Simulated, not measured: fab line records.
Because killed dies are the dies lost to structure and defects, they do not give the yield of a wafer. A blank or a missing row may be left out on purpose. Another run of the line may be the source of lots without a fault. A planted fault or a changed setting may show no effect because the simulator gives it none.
8D (eight disciplines) problem report, filled in by code :: flow berkeley-cmos170 :: the parts of the form that need people (team, actions taken, sign-off) are left out

== 1. THE PROBLEM ==
A mean of 350.4 s is read at UCB170_V1_ETCH_14 for run-length-s, taken on 1 wafer of 1 lot, against 319.3 s (standard deviation 0.44) on wafers free of any fault. Relative to the usual mean, that is a shift of +71 standard deviations.
The step: etches SiO2 in CHF3/CF4/Ar, stops on Al, target depth 1250 nm, time 291 s.
First seen on wafer L370.2, day 8 19:38, on rie-diel-01. At this step, 39 wafers from 13 lots have a number in the record. Rule for "out", or "out of limits": more than 4 standard deviations from the usual mean. Any other wafer with a number is counted as sound.

== 2. WHAT IT IS AND WHAT IT IS NOT ==
question: which readings at this step
is: run-length-s, oes-product-au
is not: drypump-motor-current-A, rf-fwd-power-W, throttle-valve-pct

question: which lots
is: L370
is not: L366, L367, L368, L369, L378, L381, L383, L384, L385, L387, L388, L389

question: which wafers of those lots
is: L370.2
is not: L370.1, L370.5

question: read on which tools
is: rie-diel-01
is not: rie-diel-02, rie-diel-03

question: when
is: from day 8 19:38
is not: up to then (14 sound wafers); but 24 sound wafers of L378, L381, L383, L384, L385, L387, L388, L389 came after

== 3. SUSPECTS, AND WHAT RULES EACH OUT ==
Counting: if a tool at a process step up to the reading ran every lot that is out, it stays a suspect. Sound lots after the first of them don't rule it out here, since some wafers of a struck lot are sound.
- cmp-02 at UCB170_V1_CMP_02 (polishes SiO2): kept. It processed L370, the lot that is out, at day 8 15:38, and its most recent sound lot before then was L369 at day 7 19:44.
- rie-diel-01 at UCB170_V1_ETCH_14 (etches SiO2 in CHF3/CF4/Ar, stops on Al, target depth 1250 nm, time 291 s): kept. It processed L370, the lot that is out, at day 8 19:38, and its most recent sound lot before then was L368 at day 7 21:43. Its own readings are out on those wafers: oes-product-au, run-length-s.
- Within rie-diel-01 at UCB170_V1_ETCH_14: the wafers that are out ran in chamber 0; their sound lot-mates ran in chamber 2.
After counting, cmp-02 at UCB170_V1_CMP_02 and rie-diel-01 at UCB170_V1_ETCH_14 remain.

== 4. THE CAUSE (what the simulator had put in) ==
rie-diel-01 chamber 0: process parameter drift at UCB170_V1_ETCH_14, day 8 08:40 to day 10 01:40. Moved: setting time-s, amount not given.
Counting left 2 suspects, and this tool is among them.

== 5. THE CHAIN OF EFFECTS, in route order ==
One row per reading whose mean, taken over the struck wafers that have a number, lies over 3 standard deviations from the usual. Readings are gone through only where the record gives a usual standard deviation; hours: the median, over the lots, of the time from a lot's start at the first step in this table giving one to that lot's start at this step; sigmas: the change measured in usual standard deviations.
hours: 0
step: UCB170_V1_ETCH_14
reading: oes-product-au
usual: 0.875 a.u.
on struck wafers: 0.827
change: -0.048
sigmas: -4.0

hours: 0
step: UCB170_V1_ETCH_14
reading: run-length-s
usual: 319.3 s
on struck wafers: 350.4
change: +31.1
sigmas: +71

hours: 0
step: UCB170_V1_STRIP_15
reading: strip-time-to-endpoint-s
usual: 15.33 s
on struck wafers: 14.75
change: -0.58
sigmas: -4.1
It contains these process steps:
- UCB170_V1_ETCH_14: etches SiO2 in CHF3/CF4/Ar, stops on Al, target depth 1250 nm, time 291 s.
- UCB170_V1_STRIP_15: strips in O2.

== 6. HOW IT WOULD HAVE BEEN CAUGHT EARLIER ==
First out-of-limits reading in this record: day 8 19:38, which is 11 hours after fault onset at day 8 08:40.
